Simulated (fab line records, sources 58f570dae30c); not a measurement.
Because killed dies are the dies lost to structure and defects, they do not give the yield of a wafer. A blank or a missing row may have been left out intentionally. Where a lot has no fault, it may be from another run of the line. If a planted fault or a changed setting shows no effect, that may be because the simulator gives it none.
Lot-split experiment	flow berkeleyCmos170	27 wafers read from 5 lots, route of 331 steps

ON THE SPLIT
At UCB170_M2_DEVELOP_14 (develop time 45 s), the setting developTimeS was moved away from the recipe's 45 s on 9 of the 27 wafers read, by -41.2% to +45.5%. This setting was run at the recipe's value on the other wafers.

Split to reading: the file shows no intervening step.

THE READING
Shown in nm: cdNm at UCB170_M2_CD_MEAS_15, with target cd 700 nm. Typical for fault-free wafers on this fab line: 700.1 nm, with standard deviation 2 nm.

wafer	tool, chamber at the split	developTimeS as run, s	against the recipe	cdNm, nm	against lot-mates on the recipe
L075.1	lithoTrack-03, 0	65.48	+45.5%	692.5	-3.2
L075.2	lithoTrack-03, 0	65.48	+45.5%	692.8	-2.9
L075.3	lithoTrack-03, 0	45	recipe	695.4	-
L075.4	lithoTrack-03, 0	45	recipe	696.0	-
L075.5	lithoTrack-03, 0	45	recipe	695.6	-
L075.6	lithoTrack-03, 0	65.48	+45.5%	694.0	-1.7
L079.1	lithoTrack-03, 0	45	recipe	698.6	-
L079.5	lithoTrack-03, 0	45	recipe	697.6	-
L079.6	lithoTrack-03, 0	45	recipe	697.7	-
L081.1	lithoTrack-04, 0	45	recipe	701.6	-
L081.2	lithoTrack-04, 0	45	recipe	700.4	-
L081.3	lithoTrack-04, 0	45	recipe	700.7	-
L081.4	lithoTrack-04, 0	45	recipe	702.0	-
L081.5	lithoTrack-04, 0	45	recipe	700.2	-
L081.6	lithoTrack-04, 0	45	recipe	701.1	-
L080.1	lithoTrack-04, 0	61.21	+36.0%	698.0	-4.3
L080.2	lithoTrack-04, 0	61.21	+36.0%	698.2	-4.1
L080.3	lithoTrack-04, 0	61.21	+36.0%	699.7	-2.6
L080.4	lithoTrack-04, 0	45	recipe	702.3	-
L080.5	lithoTrack-04, 0	45	recipe	702.6	-
L080.6	lithoTrack-04, 0	45	recipe	701.9	-
L083.1	lithoTrack-04, 0	26.45	-41.2%	703.3	+3.6
L083.2	lithoTrack-04, 0	45	recipe	700.3	-
L083.3	lithoTrack-04, 0	45	recipe	698.9	-
L083.4	lithoTrack-04, 0	26.45	-41.2%	702.9	+3.2
L083.5	lithoTrack-04, 0	26.45	-41.2%	704.3	+4.6
L083.6	lithoTrack-04, 0	45	recipe	699.9	-

THE FIT
A straight line over all 27 wafers: cdNm changes by -0.0973 nm for each +1% of developTimeS; r = -0.72; the points scatter about the line by 2.3 nm.
The same after taking each lot's own level away (the mean of its wafers on the recipe; 27 wafers): -0.0805 nm for each +1%; r = -0.93; scatter 0.75 nm.
That fit puts the effect of the largest move of developTimeS on the reading at 3.7 nm.
From 695.67 to 702.27 nm: that is the span of the lots' own levels, equal to 3.3 times the standard deviation above.
So the lot-to-lot level blurs the effect unless lot-mates are compared.
Check: -3.64 nm against its lot-mates is what the line predicts for one of the wafers moved furthest among these (+45.5%) when that wafer is left out of the fit. It came out at -3.17 nm against them.

THESE WAFERS: OTHER SPLITS
These wafers also went through other splits before the reading. Each is held against what the fit with the lots' levels taken away leaves over:
other split on the same wafers	wafers away from the commonest value	r with cdNm (lot level and that fit taken away)
UCB170_WELLDRIVE_OXIDATION_01 oxTimeS	12	-0.12

THE WHOLE CHAIN: every reading that the file lists as answering this split, in the file's order
step	what it does	reading	change (the file's fit)	r (the file's)
UCB170_M2_CD_MEAS_15	target cd 700 nm	cdNm	-0.0795 nm for each +1% of the setting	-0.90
UCB170_M2_ETCH_17	etches BARC in N2/H2	M2.cdNm (the simulator's own value, which no gauge read)	-0.0811 nm for each +1% of the setting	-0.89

FILE'S OWN FIT
cdNm changes by -0.0795 nm for each +1% of developTimeS, r = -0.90.
